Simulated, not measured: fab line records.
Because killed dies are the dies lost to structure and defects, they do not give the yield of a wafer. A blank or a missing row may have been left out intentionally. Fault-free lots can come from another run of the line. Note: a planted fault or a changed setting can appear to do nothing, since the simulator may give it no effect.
Which tool was responsible? | flow berkeleyCmos170 | 7 lots, 21 wafers sampled, at 2 steps of a route of 331

WHAT THE GAUGES READ, wafer by wafer
UCB170_ACTIVE_CD_MEAS_13: the cd target is 1200 nm.
lot  | measured    | on       | cdNm (nm)
L927 | day 4 03:52 | cdSem-02 | 1199.2 1198.0 1199.2
L930 | day 5 00:49 | cdSem-01 | 1198.9 1199.4 1198.8
L932 | day 5 11:04 | cdSem-02 | 1200.2 1201.9 1201.2
L933 | day 5 19:37 | cdSem-01 | 1199.1 1200.4 1197.6
L935 | day 6 04:09 | cdSem-02 | 1198.6 1198.1 1198.2
L945 | day 7 18:04 | cdSem-02 | 1183.6 1183.4 1181.8
L950 | day 8 22:39 | cdSem-02 | 1198.9 1198.9 1199.1

WHICH TOOL RAN EACH LOT (tool, then ch and the chambers of the sampled wafers, then the start)
lot  | UCB170_ACTIVE_SOFTBAKE_09
L927 | lithoTrack-01 ch 0, day 4 02:50
L930 | lithoTrack-02 ch 0, day 5 00:01
L932 | lithoTrack-02 ch 0, day 5 10:21
L933 | lithoTrack-01 ch 0, day 5 18:19
L935 | lithoTrack-03 ch 0, day 6 03:37
L945 | lithoTrack-01 ch 0, day 7 17:14
L950 | lithoTrack-02 ch 0, day 8 21:59
- UCB170_ACTIVE_SOFTBAKE_09: time 60 s.

THE ANSWER, worked out from the rows above alone
Rule: the lots themselves supply what counts as usual. Put in order of their means at a reading, lots are off if they are a third of the lots or fewer, leave a main group of 4 or more, and stand apart from it by a gap of 3 or more times the standard deviation of the main group's means; of several such gaps the widest counts. A main group whose means are all the same, to the digits that the tables above print for the reading, isn't used. Also off: a lot with no number at a reading for which 4 or more lots have one. Where the step has rows for the other lots, those lots are counted as sound.
Off: L945, at UCB170_ACTIVE_CD_MEAS_13 (cdNm). The main group: mean 1199.2 nm, standard deviation 0.88.
If a tool, at a process step before that reading, ran all the lots that are off and no sound lot after the first of them, it fits. The gauges at UCB170_ACTIVE_CD_MEAS_13 are tried like those tools. One candidate fits, namely lithoTrack-01 at UCB170_ACTIVE_SOFTBAKE_09. A fault onset in the window from L933 (day 5 18:19, its last sound lot) to L945 (day 7 17:14, its first lot off) fits.

WHAT THE SIMULATOR HAD INSERTED
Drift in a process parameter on lithoTrack-01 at UCB170_ACTIVE_SOFTBAKE_09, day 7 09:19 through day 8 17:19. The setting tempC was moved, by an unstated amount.
Shown lots that were struck: L945. The rule above reached the same finding.
